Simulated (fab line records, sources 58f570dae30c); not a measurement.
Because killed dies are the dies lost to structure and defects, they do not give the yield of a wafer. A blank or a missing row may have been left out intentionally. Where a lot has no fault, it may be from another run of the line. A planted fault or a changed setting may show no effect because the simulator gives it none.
A single fault, viewed from 2 desks + flow berkeley-cmos170 + each desk has only its own numbers; what lay behind them comes last

== TOOL OWNER'S DESK, rie-diel-02 ==
The tool's own readings at UCB170_M1_ETCH_11 (etches BARC in N2/H2): means of the sampled wafers that have a number, for each lot that ran on this tool. Marked OUT: a lot whose mean sits more than 4 standard deviations from the usual mean, which makes it out of limits; the brackets give that distance.
Columns: A = chamber-pressure-mTorr at UCB170_M1_ETCH_11, usual 29.997 mTorr; B = drypump-motor-current-A at UCB170_M1_ETCH_11, usual 5.7 A; C = oes-product-au at UCB170_M1_ETCH_11, usual 1.010 a.u.; D = throttle-valve-pct at UCB170_M1_ETCH_11, usual 13.23 %
| lot  | first seen here | A      | B   | C     | D     |
|------|-----------------|--------|-----|-------|-------|
| L956 | day 6 23:17     | 30.018 | 5.4 | 1.024 | 13.16 |
| L954 | day 7 02:22     | 29.992 | 5.7 | 1.011 | 13.19 |
| L960 | day 7 18:57     | 29.997 | 5.9 | 1.002 | 13.20 |
| L962 | day 8 03:37     | 30.004 | 5.4 | 0.999 | 13.17 |
| L961 | day 8 04:09     | 30.006 | 5.7 | 0.996 | 13.19 |
| L963 | day 8 20:12     | 29.973 | 5.5 | 1.012 | 13.17 |
| L964 | day 8 20:49     | 29.999 | 5.7 | 0.999 | 13.19 |
Result from this desk: across the 7 lots, nothing is out of limits.

== FROM THE METROLOGY DESK ==
What the gauges read, lot by lot, whatever tool the lot ran on: means of the sampled wafers that have a number. Marked OUT: a lot whose mean sits more than 4 standard deviations from the usual mean, which makes it out of limits; the brackets give that distance.
Columns: A = M1_OVL at UCB170_M1_OVL_MEAS_10, usual -2 nm; B = V2_POLISHED_THK at UCB170_V2_THK_MEAS_04, usual 999.8 nm; C = cd-nm at UCB170_M3_CD_MEAS_15, usual 699.8 nm
| lot  | first seen here | A  | B      | C     |
|------|-----------------|----|--------|-------|
| L956 | day 6 23:14     | -5 | 1001.3 | 700.8 |
| L957 | day 7 01:41     | -2 | 999.9  | 699.4 |
| L954 | day 7 02:20     | -2 | 999.4  | 699.0 |
| L960 | day 7 18:56     | -1 | 999.4  | 699.4 |
| L958 | day 7 19:56     | -0 | 1000.5 | 698.4 |
| L959 | day 7 21:45     | -2 | 1001.1 | 700.8 |
| L962 | day 8 03:35     | -3 | 999.7  | 702.5 |
| L961 | day 8 04:07     | 2  | 999.8  | 698.8 |
| L963 | day 8 20:11     | 0  | 998.9  | 698.5 |
| L965 | day 8 20:31     | 2  | 999.6  | 700.3 |
| L964 | day 8 20:46     | 1  | 999.9  | 700.1 |
| L966 | day 9 01:01     | -6 | 999.2  | 700.4 |
| L976 | day 11 11:10    | 4  | 999.6  | 701.3 |
| L977 | day 11 20:35    | -3 | 1000.0 | 699.4 |
Result from this desk: across the 14 lots, nothing is out of limits.

== PUT TOGETHER ==
The tool owner's desk saw nothing out of limits.
Metrology desk: nothing out of limits seen.

== WHAT HAD BEEN PUT IN BY THE SIMULATOR ==
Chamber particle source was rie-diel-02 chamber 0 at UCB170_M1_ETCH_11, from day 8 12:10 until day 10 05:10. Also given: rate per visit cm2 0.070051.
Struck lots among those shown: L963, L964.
